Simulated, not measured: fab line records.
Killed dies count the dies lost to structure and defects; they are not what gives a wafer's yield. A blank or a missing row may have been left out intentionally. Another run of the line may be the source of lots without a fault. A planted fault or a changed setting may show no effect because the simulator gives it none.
Matching of chambers    flow berkeley-cmos170    cmp-02 running UCB170_V2_CMP_02: 4 sister chambers
The step polishes SiO2. 7 wafers are shown with their chamber, then 8 later ones without.

== WAFERS, EACH WITH ITS CHAMBER ==
wafer   chamber  motor-current-A (A)  edge-zone-pressure-frac
L376.5  3        16.7                 0.997
L382.1  3        16.6                 0.998
L382.5  1        16.0                 1.001
L384.1  2        17.0                 0.995
L384.2  0        16.7                 0.994
L384.3  1        15.7                 1.004
L386.3  0        17.5                 0.994

== WAFERS MISSING THEIR CHAMBER ==
wafer   motor-current-A (A)  edge-zone-pressure-frac
L386.4  16.1                 0.994
L386.6  16.4                 0.999
L389.2  16.9                 0.996
L389.5  15.2                 1.001
L390.4  16.4                 1.008
L390.5  16.8                 1.003
L388.3  15.9                 0.990
L388.4  15.8                 0.997

== WHICH CHAMBER EACH ONE RAN IN ==
wafer    from the rows above                 in truth
L386.4   can't be placed: 2 or 0 or 3        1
L386.6   can't be placed: 3 or 1             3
L389.2   can't be placed: 2 or 3 or 0        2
L389.5   1                                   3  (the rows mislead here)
L390.4   1                                   1
L390.5   can't be placed: 1 or 3             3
L388.3   can't be placed: 0 or 2 or 3        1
L388.4   can't be placed: 3 or 2 or 1 or 0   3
1 of 8 placed correctly. Unplaceable from these rows: 6, with the true chamber sitting among the candidates in 4. Number placed wrongly: 1.
How it was worked out, from the rows above alone: a wafer's distance from a chamber is the root of the sum, over the readings, of the square of ((its reading less the chamber's mean) divided by the reading's scatter). The wafer belongs to the nearest chamber; if the next one is less than 2 further off, it can't be placed. Each chamber's mean is taken over the wafers shown for it. The scatter: the root of (the sum of the squares of (reading less its chamber's mean) over the shown wafers, divided by (wafers less chambers)).
